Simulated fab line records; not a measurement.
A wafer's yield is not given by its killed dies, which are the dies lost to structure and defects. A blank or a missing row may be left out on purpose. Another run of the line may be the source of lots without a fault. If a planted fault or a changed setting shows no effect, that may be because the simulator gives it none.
fab line records	flow berkeley-cmos170
record: lots: 14	wafers: 42	last-day: 12
route steps=331 shown ZERO@12 PWELL@48 ACTIVE@65 V2@308
lots untouched by any fault: they come from a run of this same line in which no faults occurred
start-h: the number of hours between the record's first day and the start of the first shown wafer of the lot	wait-h: hours elapsed since this lot's preceding step	" repeats the value in the row above	L1.1+2: several wafers, shown together as one row	- value missing, or start not given	* or withheld: withheld	< > ~ a bound
route shown NAME@n: NAME is a module with steps in the file, n the number in the route of the first one	usual: mean/standard deviation of fault-free wafers	same: alike in all rows	chamber/n: place in a boat	sites: per-site readings	_std_site: the values' standard deviation	_edge_site: outer sites' mean less inner sites'	radius-mm: how far each site lies from the wafer's centre	mask NAME#n: copy n	behind: tool/chamber where the wafer was last shaped	hold: the reason the lot was held/the length of the hold in hours/how it ended	device: whichever transistor did not switch (one of n, p or np)	end of line: the same wafers' tests at the end of the route	step lacking rows: just its recipe	killed: dies that structure and defects cost at the first sort, which is not the same as the wafer's yield	map: a wafer's dies, x killed, . not, _ none there
set.NAME: the setting as run; set.NAME@STEP: as run at that earlier step	model.NAME: the simulator's own value behind a step, which no gauge read
a sample of lots followed through the steps of the route, with each step as a table and each wafer as a row
services: from which hour (start-h, from the record's first day; less than 0 if before it) a tool's chamber was out of use, for how many hours, and why
== steps ==
step: UCB170_ZERO_ETCH_06
recipe: chemistry: CHF3/CF4/Ar	target: SiO2	time-s: 12	pressure-mtorr: 100	rf-w: 500	CHF3_flow_sccm: 50	cf4-flow-sccm: 10	Ar_flow_sccm: 120	over-etch-frac: 1.58
usual: drypump-motor-current-A: 5.8/0.51	oes-product-au: 0.612/0.012	throttle-valve-pct: 9.21/0.15
lot.wafer	tool	chamber	start-h	wait-h	drypump-motor-current-A	oes-product-au	rf-hours-counter-h	throttle-valve-pct
L152.2	rie-diel-03	1	19.59	-	5.5	0.615	107	9.02
L152.4	"	3	"	"	5.9	0.613	154	9.12
L152.6	"	3	"	"	6.0	0.621	-	9.12
L153.3	rie-diel-03	2	25.03	-	5.4	0.607	52	9.57
L153.4	"	1	"	"	5.5	0.613	107	9.04
L153.5	"	2	"	"	5.4	0.603	-	9.58
L156.1	rie-diel-01	3	38.80	-	6.2	0.634	14	9.14
L156.2	"	0	"	"	6.3	0.596	79	9.42
L156.3	"	2	"	"	6.5	0.618	47	9.18
L157.2	rie-diel-02	2	45.34	-	6.6	0.626	10	9.05
L157.4	"	2	"	"	6.6	0.620	-	9.04
L157.5	"	3	"	"	5.2	0.604	-	9.05
L158.4	rie-diel-02	0	50.41	-	5.9	0.594	-	9.29
L158.5	"	3	"	"	5.2	0.611	-	9.03
L158.6	"	0	"	"	6.0	0.600	-	9.29
L159.1	rie-diel-01	3	52.09	-	6.2	0.637	15	9.14
L159.5	"	3	"	"	6.2	0.633	-	9.15
L159.6	"	0	"	"	6.3	0.612	-	9.42
L160.1	rie-diel-02	3	57.74	-	5.2	0.598	5	9.04
L160.2	"	0	"	"	5.9	0.593	8	9.29
L160.5	"	3	"	"	5.2	0.608	-	9.02
L161.2	rie-diel-01	2	63.31	-	6.5	0.620	48	9.16
L161.3	"	0	"	"	6.3	0.598	80	9.44
L161.4	"	3	"	"	6.2	0.638	15	9.13
L162.1	rie-diel-02	3	67.84	-	5.2	0.598	5	9.03
L162.4	"	0	"	"	5.9	0.595	-	9.30
L162.5	"	0	"	"	6.0	0.600	-	9.29
L164.2	rie-diel-02	0	79.21	-	5.9	0.599	9	9.30
L164.4	"	3	"	"	5.2	0.609	-	9.04
L164.6	"	0	"	"	5.9	0.596	-	9.30
L166.3	rie-diel-03	2	89.79	-	5.4	0.600	55	9.59
L166.4	"	3	"	"	5.9	0.612	157	9.11
L166.6	"	0	"	"	6.4	0.626	-	9.21
L172.1	rie-diel-01	0	117.77	-	6.3	0.603	83	9.42
L172.2	"	2	"	"	6.5	0.626	51	9.17
L172.4	"	1	"	"	5.1	0.610	18	9.28
L173.1	rie-diel-03	1	122.79	-	5.5	0.613	113	9.04
L173.5	"	0	"	"	6.4	0.619	-	9.20
L173.6	"	1	"	"	5.5	0.607	-	9.04
L175.1	rie-diel-02	2	133.08	-	6.6	0.623	12	9.04
L175.2	"	1	"	"	4.9	0.606	3	9.20
L175.4	"	3	"	"	5.2	0.608	8	9.04
step: UCB170_PWELL_ETCH_14
recipe: chemistry: CH3F/Ar/O2	target: Si3N4	stop-on: SiO2	CH3F_flow_sccm: 20	Ar_flow_sccm: 50	O2_flow_sccm: 7	pressure-mtorr: 50	rf-w: 450	target-depth-a: 2420	over-etch-frac: 0.1	time-s: 151
usual: drypump-motor-current-A: 5.9/0.45	oes-product-au: 0.937/0.014	throttle-valve-pct: 8.01/0.15
lot.wafer	tool	chamber	start-h	wait-h	drypump-motor-current-A	oes-product-au	rf-hours-counter-h	throttle-valve-pct
L152.2	rie-diel-01	3	43.24	0.0	6.2	0.971	14	7.95
L152.4	"	1	"	"	5.1	0.948	14	8.11
L152.6	"	1	"	"	5.1	0.954	-	8.08
L153.3	rie-diel-03	2	52.32	0.0	5.4	0.912	54	8.34
L153.4	"	3	"	"	6.0	0.937	155	7.97
L153.5	"	1	"	"	5.5	0.925	-	7.88
L156.1	rie-diel-04	3	63.72	0.0	6.2	0.930	7	8.12
L156.2	"	1	"	"	5.9	0.927	55	7.85
L156.3	"	2	"	"	5.1	0.941	15	7.94
L157.2	rie-diel-01	3	72.73	0.0	6.2	0.977	15	7.95
L157.4	"	2	"	"	6.4	0.953	48	7.98
L157.5	"	1	"	"	5.1	0.952	-	8.11
L159.1	rie-diel-04	3	75.01	0.0	6.2	0.947	7	8.15
L159.5	"	0	"	"	6.1	0.941	-	7.86
L159.6	"	1	"	"	5.8	0.928	-	7.88
L158.4	rie-diel-03	2	75.39	0.0	5.4	0.913	55	8.36
L158.5	"	1	"	"	5.6	0.936	-	7.88
L158.6	"	2	"	"	5.4	0.909	-	8.35
L160.1	rie-diel-04	3	81.47	0.0	6.2	0.942	8	8.14
L160.2	"	0	"	"	6.1	0.940	54	7.86
L160.5	"	2	"	"	5.1	0.953	-	7.93
L161.2	rie-diel-04	1	98.97	0.0	5.9	0.933	56	7.88
L161.3	"	2	"	"	5.2	0.949	17	7.92
L161.4	"	2	"	"	5.2	0.941	-	7.91
L162.1	rie-diel-04	0	99.70	0.0	6.1	0.940	55	7.87
L162.4	"	1	"	"	5.8	0.929	56	7.87
L162.5	"	0	"	"	6.1	0.922	-	7.86
L164.2	rie-diel-03	3	106.52	0.0	5.9	0.944	158	7.96
L164.4	"	3	"	"	5.9	0.947	-	7.96
L164.6	"	1	"	"	5.5	0.936	-	7.87
L166.3	rie-diel-03	0	118.37	0.0	6.4	0.937	114	8.02
L166.4	"	2	"	"	5.4	0.912	56	8.35
L166.6	"	2	"	"	5.4	0.905	-	8.35
L172.1	rie-diel-01	1	147.80	0.0	5.1	0.946	20	8.10
L172.2	"	3	"	"	6.2	0.973	20	7.95
L172.4	"	0	"	"	6.3	0.920	85	8.24
L173.1	rie-diel-04	2	150.02	0.0	5.1	0.946	20	7.92
L173.5	"	3	"	"	6.2	0.942	-	8.14
L173.6	"	2	"	"	5.1	0.958	-	7.92
L175.1	rie-diel-01	3	158.43	0.0	6.2	0.953	21	7.94
L175.2	"	0	"	"	6.3	0.906	86	8.22
L175.4	"	3	"	"	6.2	0.951	-	7.95
step: UCB170_ACTIVE_CVD_05
recipe: material: Si3N4	target-thk-nm: 220	temp-c: 800	precursor: SiH2Cl2/NH3	time-s: 3300	pressure-mtorr: 200	sih2cl2-flow-sccm: 25	nh3-flow-sccm: 75
lot.wafer	tool	chamber	start-h	wait-h
L152.2+4+6	lpcvd-02	0	61.28	0.5
L153.3+4+5	lpcvd-02	1	72.24	0.0
L156.1+2+3	lpcvd-02	1	91.32	3.8
L157.2+4+5	lpcvd-02	1	98.33	3.9
L158.4+5+6	lpcvd-02	0	98.33	1.4
L159.1+5+6	lpcvd-02	1	98.33	1.4
L160.1+2+5	lpcvd-01	0	103.28	3.7
L161.2+3+4	lpcvd-02	0	120.08	0.9
L162.1+4+5	lpcvd-02	1	120.08	0.9
L164.2+4+6	lpcvd-01	1	130.76	1.0
L166.3+4+6	lpcvd-02	0	137.45	0.0
L172.1+2+4	lpcvd-02	0	173.05	0.0
L173.1+5+6	lpcvd-02	1	173.05	0.0
L175.1+2+4	lpcvd-01	1	180.53	0.0
step: UCB170_ACTIVE_THK_MEAS_06
recipe: reads: Si3N4_of_ACTIVE_CVD_05
usual: ACTIVE_NITRIDE_THK: 218.6/2
lot.wafer	tool	chamber	start-h	wait-h	ACTIVE_NITRIDE_THK[nm]
L152.2	film-metro-03	-	63.24	0.0	221.8
L152.4	"	-	"	"	220.7
L152.6	"	-	"	"	220.4
L153.3	film-metro-02	-	74.17	0.0	216.6
L153.4	"	-	"	"	218.4
L153.5	"	-	"	"	217.9
L156.1	film-metro-04	-	93.23	0.0	219.6
L156.2	"	-	"	"	219.4
L156.3	"	-	"	"	220.7
L157.2	film-metro-03	-	100.26	0.0	219.2
L157.4	"	-	"	"	218.5
L157.5	"	-	"	"	219.1
L158.4	film-metro-04	-	100.28	0.0	217.5
L158.5	"	-	"	"	216.8
L158.6	"	-	"	"	219.4
L159.1	film-metro-02	-	100.30	0.0	218.5
L159.5	"	-	"	"	218.9
L159.6	"	-	"	"	217.8
L160.1	film-metro-04	-	105.20	0.0	216.7
L160.2	"	-	"	"	220.1
L160.5	"	-	"	"	218.9
L162.1	film-metro-02	-	122.00	0.0	219.1
L162.4	"	-	"	"	219.1
L162.5	"	-	"	"	218.8
L161.2	film-metro-04	-	122.01	0.0	217.9
L161.3	"	-	"	"	217.2
L161.4	"	-	"	"	216.8
L164.2	film-metro-03	-	132.69	0.0	219.5
L164.4	"	-	"	"	218.9
L164.6	"	-	"	"	219.9
L166.3	film-metro-04	-	139.39	0.0	219.2
L166.4	"	-	"	"	221.2
L166.6	"	-	"	"	220.9
L172.1	film-metro-04	-	174.97	0.0	205.1
L172.2	"	-	"	"	207.8
L172.4	"	-	"	"	205.8
L173.1	film-metro-02	-	174.97	0.0	210.2
L173.5	"	-	"	"	209.5
L173.6	"	-	"	"	207.7
L175.1	film-metro-04	-	182.44	0.0	216.6
L175.2	"	-	"	"	216.9
L175.4	"	-	"	"	216.7
step: UCB170_V2_CD_MEAS_90
recipe: target-cd-nm: 700
usual: cd-nm: 699.9/1.3
lot.wafer	tool	chamber	start-h	wait-h	cd-nm
L152.2	cd-sem-02	-	148.90	0.1	699.3
L152.4	"	-	"	"	703.0
L152.6	"	-	"	"	699.6
L153.3	cd-sem-01	-	151.12	0.1	699.2
L153.4	"	-	"	"	698.5
L153.5	"	-	"	"	699.4
L156.1	cd-sem-01	-	171.91	0.1	698.8
L156.2	"	-	"	"	697.1
L156.3	"	-	"	"	697.7
L160.1	cd-sem-02	-	177.66	0.1	701.7
L160.2	"	-	"	"	702.5
L160.5	"	-	"	"	701.2
L157.2	cd-sem-01	-	177.96	0.1	700.3
L157.4	"	-	"	"	701.2
L157.5	"	-	"	"	700.3
L158.4	cd-sem-01	-	178.16	0.1	701.0
L158.5	"	-	"	"	697.5
L158.6	"	-	"	"	699.6
L159.1	cd-sem-02	-	178.23	0.1	701.0
L159.5	"	-	"	"	700.4
L159.6	"	-	"	"	699.7
L162.1	cd-sem-01	-	202.74	0.1	700.3
L162.4	"	-	"	"	700.5
L162.5	"	-	"	"	699.6
L161.2	cd-sem-01	-	203.48	0.1	699.7
L161.3	"	-	"	"	699.7
L161.4	"	-	"	"	700.7
L164.2	cd-sem-01	-	216.96	0.1	698.6
L164.4	"	-	"	"	698.2
L164.6	"	-	"	"	698.3
L166.3	cd-sem-01	-	227.41	0.1	698.6
L166.4	"	-	"	"	700.3
L166.6	"	-	"	"	700.8
L173.1	cd-sem-02	-	255.06	0.1	700.7
L173.5	"	-	"	"	700.4
L173.6	"	-	"	"	701.6
L172.1	cd-sem-01	-	255.30	0.1	700.4
L172.2	"	-	"	"	700.1
L172.4	"	-	"	"	698.7
L175.1	cd-sem-02	-	273.02	0.1	698.3
L175.2	"	-	"	"	700.4
L175.4	"	-	"	"	698.9
== services ==
tool	chamber	start-h	hours	kind
rie-diel-02	1	-3.84	-	clean
rie-diel-02	1	-3.84	16.2	scheduled-down
rie-diel-02	1	-3.84	16.2	vent-cycle
lpcvd-01	-	19.08	0.3	repair
rie-diel-02	0	20.00	4.0	repair
rie-diel-02	1	43.65	35.9	repair
rie-diel-02	2	46.81	52.1	repair
lpcvd-02	-	68.16	0.7	repair
rie-diel-04	1	78.19	3.5	repair
lpcvd-01	-	83.33	2.8	pm
lpcvd-01	-	86.08	17.2	pm
rie-diel-04	3	98.33	1.2	repair
rie-diel-03	2	102.01	13.6	repair
rie-diel-04	0	105.08	2.0	repair
rie-diel-02	3	115.27	5.8	repair
rie-diel-04	0	115.71	7.6	repair
rie-diel-03	3	129.48	-	clean
rie-diel-03	3	129.48	26.2	scheduled-down
rie-diel-03	3	129.48	26.2	vent-cycle
rie-diel-03	1	154.02	4.5	repair
rie-diel-01	1	154.12	6.7	repair
rie-diel-01	-	167.49	1.5	repair
== key ==
first-sign: step: UCB170_ACTIVE_THK_MEAS_06	reading: ACTIVE_NITRIDE_THK	direction: down	sigmas: 5.5	usual: 218.6	struck: 207.7
effect none on later readings
met-at UCB170_ACTIVE_CVD_05
struck-lots L172,L173
tester-left-out L172,L173
not-acting-at UCB170_ZERO_ETCH_06,UCB170_PWELL_ETCH_14,UCB170_V2_CD_MEAS_90
onset-between 137.45 173.05
fault: kind: process-parameter-drift	tool: lpcvd-02	chamber: -	onset-h: 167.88	steps: UCB170_ACTIVE_CVD_05	channel: time-s	offset: *	shape: step	end-h: 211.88	acts-in: *	stated: *
tester-left-out: of these lots the tester's yield and bins aren't shown, on N5 and GAA mostly nor the transistor test; their killed dies are dies lost to structure and defects alone, not to doping, threshold or leakage, so they don't give the yield
